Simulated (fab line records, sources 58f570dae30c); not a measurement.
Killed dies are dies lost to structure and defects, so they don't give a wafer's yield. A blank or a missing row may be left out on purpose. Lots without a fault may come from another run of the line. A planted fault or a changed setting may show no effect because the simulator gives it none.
Which tool did it? | flow berkeley_cmos170 | 7 lots, 21 wafers sampled, at 2 steps of a route of 331

WHAT THE GAUGES READ, wafer by wafer
UCB170_GATE_CD_MEAS_12: target cd 350 nm.
lot  | measured     | on        | cd_nm (nm)
L264 | day 7 08:27  | cd_sem-01 | 349.2 350.3 350.3
L267 | day 8 09:53  | cd_sem-01 | 350.1 349.9 350.2
L272 | day 8 22:28  | cd_sem-01 | 347.1 348.2 349.5
L275 | day 9 08:55  | cd_sem-02 | 352.5 350.3 352.9
L277 | day 10 03:44 | cd_sem-02 | 350.3 350.6 348.9
L279 | day 10 04:02 | cd_sem-02 | 340.6 342.9 341.5
L286 | day 11 19:32 | cd_sem-01 | 350.9 350.0 350.1

WHICH TOOL RAN EACH LOT (tool, then ch and the chambers of the sampled wafers, then the start)
lot  | UCB170_GATE_PEB_10
L264 | litho_track-01 ch 0, day 7 08:10
L267 | litho_track-02 ch 0, day 8 09:36
L272 | litho_track-01 ch 0, day 8 22:12
L275 | litho_track-02 ch 0, day 9 08:35
L277 | litho_track-03 ch 0, day 10 03:23
L279 | litho_track-02 ch 0, day 10 03:44
L286 | litho_track-01 ch 0, day 11 19:16
- UCB170_GATE_PEB_10

THE ANSWER, worked out from the rows above alone
Rule: what is usual is taken from the lots themselves. Put in order of their means at a reading, lots are off if they are a third of the lots or fewer, leave a main group of 4 or more, and stand apart from it by a gap of 3 or more times the standard deviation of the main group's means; of several such gaps the widest counts. A main group whose means are all the same, to the digits that the tables above print for the reading, isn't used. A lot without any number at a reading at which 4 lots or more have one is off too. The other lots that the step has rows for count as sound.
Off: L279, at UCB170_GATE_CD_MEAS_12 (cd_nm). The main group: mean 350.1 nm, standard deviation 1.1.
A tool fits if, at a process step before that reading, it ran every lot that is off, and no sound lot after the first of them. The gauges at UCB170_GATE_CD_MEAS_12 are tried like those tools. Can't be told from this: 2 tools fit, litho_track-02 at UCB170_GATE_PEB_10, cd_sem-02 at UCB170_GATE_CD_MEAS_12.

WHAT THE SIMULATOR HAD PUT IN
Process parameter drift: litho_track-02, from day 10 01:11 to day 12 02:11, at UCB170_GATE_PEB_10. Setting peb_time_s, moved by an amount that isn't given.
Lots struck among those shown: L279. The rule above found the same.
